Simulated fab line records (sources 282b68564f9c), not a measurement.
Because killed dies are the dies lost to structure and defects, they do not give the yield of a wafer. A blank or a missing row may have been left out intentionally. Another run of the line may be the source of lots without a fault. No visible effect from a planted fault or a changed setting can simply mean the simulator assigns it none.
Split-lot study || flow rit_cmos || route with 202 steps; 5 lots, 23 wafers read

THE SPLIT
At RIT_M1_METAL_ETCH_12 (etches Al in Cl2/BCl3, stops on SiO2, time 165 s, target depth 600 nm), the setting rf_w was moved away from the recipe's 250 W on 8 of the 23 wafers read, by -7.7% to +9.6%. For the rest of the wafers, this setting stayed at what the recipe calls for.

The reading comes from the split's own step.

THE READING
NOVOLAK_of_M1_COAT_04.thk_nm (the simulator's own value, which no gauge read), in nm, at RIT_M1_METAL_ETCH_12 (etches Al in Cl2/BCl3, stops on SiO2, time 165 s, target depth 600 nm). There is no usual value for it anywhere in the file. The 15 wafers here that ran the recipe average 805.9 nm, standard deviation 3.1 nm.

{"wafer": "L074.2", "tool, chamber at the split": "rie_metal-03, 0", "rf_w as run, W": 230.7, "against the recipe": "-7.7%", "NOVOLAK_of_M1_COAT_04.thk_nm, nm": 832.9, "against lot-mates on the recipe": "+28.7"}
{"wafer": "L074.3", "tool, chamber at the split": "rie_metal-03, 0", "rf_w as run, W": 230.7, "against the recipe": "-7.7%", "NOVOLAK_of_M1_COAT_04.thk_nm, nm": 833.2, "against lot-mates on the recipe": "+29.0"}
{"wafer": "L074.4", "tool, chamber at the split": "rie_metal-03, 1", "rf_w as run, W": 250, "against the recipe": "recipe", "NOVOLAK_of_M1_COAT_04.thk_nm, nm": 804.5, "against lot-mates on the recipe": "-"}
{"wafer": "L074.5", "tool, chamber at the split": "rie_metal-03, 1", "rf_w as run, W": 250, "against the recipe": "recipe", "NOVOLAK_of_M1_COAT_04.thk_nm, nm": 803.9, "against lot-mates on the recipe": "-"}
{"wafer": "L074.6", "tool, chamber at the split": "rie_metal-03, 0", "rf_w as run, W": 230.7, "against the recipe": "-7.7%", "NOVOLAK_of_M1_COAT_04.thk_nm, nm": 833.9, "against lot-mates on the recipe": "+29.7"}
{"wafer": "L075.1", "tool, chamber at the split": "rie_metal-04, 1", "rf_w as run, W": 273.9, "against the recipe": "+9.6%", "NOVOLAK_of_M1_COAT_04.thk_nm, nm": 771.8, "against lot-mates on the recipe": -34.5}
{"wafer": "L075.2", "tool, chamber at the split": "rie_metal-04, 0", "rf_w as run, W": 273.9, "against the recipe": "+9.6%", "NOVOLAK_of_M1_COAT_04.thk_nm, nm": 776.1, "against lot-mates on the recipe": -30.2}
{"wafer": "L075.3", "tool, chamber at the split": "rie_metal-04, 0", "rf_w as run, W": 250, "against the recipe": "recipe", "NOVOLAK_of_M1_COAT_04.thk_nm, nm": 809.2, "against lot-mates on the recipe": "-"}
{"wafer": "L075.5", "tool, chamber at the split": "rie_metal-04, 0", "rf_w as run, W": 250, "against the recipe": "recipe", "NOVOLAK_of_M1_COAT_04.thk_nm, nm": 808.5, "against lot-mates on the recipe": "-"}
{"wafer": "L075.6", "tool, chamber at the split": "rie_metal-04, 1", "rf_w as run, W": 250, "against the recipe": "recipe", "NOVOLAK_of_M1_COAT_04.thk_nm, nm": 801.1, "against lot-mates on the recipe": "-"}
{"wafer": "L078.1", "tool, chamber at the split": "rie_metal-04, 1", "rf_w as run, W": 241.6, "against the recipe": "-3.4%", "NOVOLAK_of_M1_COAT_04.thk_nm, nm": 814.5, "against lot-mates on the recipe": "+7.1"}
{"wafer": "L078.2", "tool, chamber at the split": "rie_metal-04, 0", "rf_w as run, W": 241.6, "against the recipe": "-3.4%", "NOVOLAK_of_M1_COAT_04.thk_nm, nm": 823.9, "against lot-mates on the recipe": "+16.5"}
{"wafer": "L078.4", "tool, chamber at the split": "rie_metal-04, 0", "rf_w as run, W": 250, "against the recipe": "recipe", "NOVOLAK_of_M1_COAT_04.thk_nm, nm": 807.7, "against lot-mates on the recipe": "-"}
{"wafer": "L078.5", "tool, chamber at the split": "rie_metal-04, 0", "rf_w as run, W": 250, "against the recipe": "recipe", "NOVOLAK_of_M1_COAT_04.thk_nm, nm": 807, "against lot-mates on the recipe": "-"}
{"wafer": "L078.6", "tool, chamber at the split": "rie_metal-04, 1", "rf_w as run, W": 241.6, "against the recipe": "-3.4%", "NOVOLAK_of_M1_COAT_04.thk_nm, nm": 816.3, "against lot-mates on the recipe": "+8.9"}
{"wafer": "L079.1", "tool, chamber at the split": "rie_metal-01, 0", "rf_w as run, W": 250, "against the recipe": "recipe", "NOVOLAK_of_M1_COAT_04.thk_nm, nm": 802.7, "against lot-mates on the recipe": "-"}
{"wafer": "L079.2", "tool, chamber at the split": "rie_metal-01, 1", "rf_w as run, W": 250, "against the recipe": "recipe", "NOVOLAK_of_M1_COAT_04.thk_nm, nm": 804.8, "against lot-mates on the recipe": "-"}
{"wafer": "L079.3", "tool, chamber at the split": "rie_metal-01, 0", "rf_w as run, W": 250, "against the recipe": "recipe", "NOVOLAK_of_M1_COAT_04.thk_nm, nm": 799.8, "against lot-mates on the recipe": "-"}
{"wafer": "L079.4", "tool, chamber at the split": "rie_metal-01, 1", "rf_w as run, W": 250, "against the recipe": "recipe", "NOVOLAK_of_M1_COAT_04.thk_nm, nm": 807.2, "against lot-mates on the recipe": "-"}
{"wafer": "L079.6", "tool, chamber at the split": "rie_metal-01, 0", "rf_w as run, W": 250, "against the recipe": "recipe", "NOVOLAK_of_M1_COAT_04.thk_nm, nm": 803.7, "against lot-mates on the recipe": "-"}
{"wafer": "L081.1", "tool, chamber at the split": "rie_metal-04, 1", "rf_w as run, W": 250, "against the recipe": "recipe", "NOVOLAK_of_M1_COAT_04.thk_nm, nm": 807.3, "against lot-mates on the recipe": "-"}
{"wafer": "L081.5", "tool, chamber at the split": "rie_metal-04, 1", "rf_w as run, W": 250, "against the recipe": "recipe", "NOVOLAK_of_M1_COAT_04.thk_nm, nm": 809.8, "against lot-mates on the recipe": "-"}
{"wafer": "L081.6", "tool, chamber at the split": "rie_metal-04, 0", "rf_w as run, W": 250, "against the recipe": "recipe", "NOVOLAK_of_M1_COAT_04.thk_nm, nm": 810.6, "against lot-mates on the recipe": "-"}

FIT RESULTS
A straight line over all 23 wafers: NOVOLAK_of_M1_COAT_04.thk_nm changes by -3.46 nm for each +1% of rf_w; r = -0.98; the points scatter about the line by 3.2 nm.
The same after taking each lot's own level away (the mean of its wafers on the recipe; 23 wafers): -3.54 nm for each +1%; r = -0.98; scatter 2.7 nm.
According to that fit, moving rf_w by its largest amount changes the reading by 34 nm.
The lots' own levels span 803.64 to 809.23 nm, that is 1.8 times the standard deviation above.
Hence the lot-to-lot level has little effect on the slope; both slopes agree.
Check: for one of the wafers moved furthest among these (+9.6%), held out of the fit, the line's prediction against its lot-mates is -33.2 nm. Against them it came out at -34.5 nm.

OTHER SPLITS APPLIED TO THESE WAFERS
Before the reading, these wafers also passed through other splits. Each is held against what the fit with the lots' levels taken away leaves over:
{"other split on the same wafers": "RIT_SILICIDE_SPUTTER_01 time_s", "wafers away from the commonest value": 5, "r with NOVOLAK_of_M1_COAT_04.thk_nm (lot level and that fit taken away)": -0.27}
{"other split on the same wafers": "RIT_M1_DEVELOP_08 develop_time_s", "wafers away from the commonest value": 8, "r with NOVOLAK_of_M1_COAT_04.thk_nm (lot level and that fit taken away)": -0.11}

FILE'S OWN FIT
NOVOLAK_of_M1_COAT_04.thk_nm changes by -3.52 nm for each +1% of rf_w, r = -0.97.
